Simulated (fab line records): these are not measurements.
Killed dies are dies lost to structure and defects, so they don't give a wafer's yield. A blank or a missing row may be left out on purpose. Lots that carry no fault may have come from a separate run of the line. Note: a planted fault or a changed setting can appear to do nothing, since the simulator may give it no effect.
What tool caused it? | flow rit_cmos | 7 lots, 21 wafers sampled, at 2 steps of a route of 202

== WHAT THE GAUGES SHOWED, per wafer ==
RIT_FOX1_THK_MEAS_01.
lot  | measured    | on            | FOX1_OXIDE_THK (nm)
L820 | day 1 22:05 | film_metro-02 | 347 348 349
L823 | day 2 12:56 | film_metro-02 | 381 383 383
L832 | day 4 10:39 | film_metro-01 | 349 342 345
L834 | day 4 19:56 | film_metro-01 | 341 340 343
L838 | day 5 16:11 | film_metro-01 | 353 353 357
L840 | day 6 03:10 | film_metro-01 | 351 341 348
L842 | day 6 11:52 | film_metro-02 | 344 345 342

== TOOL THAT RAN EACH LOT (tool first, then ch and the chambers of the sampled wafers, then the start) ==
lot  | RIT_FOX1_OXIDATION_00
L820 | furnace-02 ch 0, day 1 20:46
L823 | furnace-02 ch 0, day 2 11:35
L832 | furnace-03 ch 0, day 4 09:20
L834 | furnace-01 ch 0, day 4 18:38
L838 | furnace-01 ch 0, day 5 14:52
L840 | furnace-02 ch 0, day 6 01:51
L842 | furnace-03 ch 0, day 6 10:32
- RIT_FOX1_OXIDATION_00: target thk 350.7 nm, ox time 1130 s.

== THE ANSWER, worked out from the rows above alone ==
Rule: what is usual is taken from the lots themselves. Put in order of their means at a reading, lots are off if they are a third of the lots or fewer, leave a main group of 4 or more, and stand apart from it by a gap of 3 or more times the standard deviation of the main group's means; of several such gaps the widest counts. If all means in a main group match to the digits the tables above print for the reading, that group is not used. Also off: a lot with no number at a reading for which 4 or more lots have one. Any other lot the step has rows for is counted as sound.
Off: L823, at RIT_FOX1_THK_MEAS_01 (FOX1_OXIDE_THK). For the main group the mean is 347 nm and the standard deviation 4.1.
If a tool, at a process step before that reading, ran all the lots that are off and no sound lot after the first of them, it fits. Those tools and the gauges at RIT_FOX1_THK_MEAS_01 are tried in the same way. Not one of the candidates tried fits.

== WHAT WAS PUT IN BY THE SIMULATOR ==
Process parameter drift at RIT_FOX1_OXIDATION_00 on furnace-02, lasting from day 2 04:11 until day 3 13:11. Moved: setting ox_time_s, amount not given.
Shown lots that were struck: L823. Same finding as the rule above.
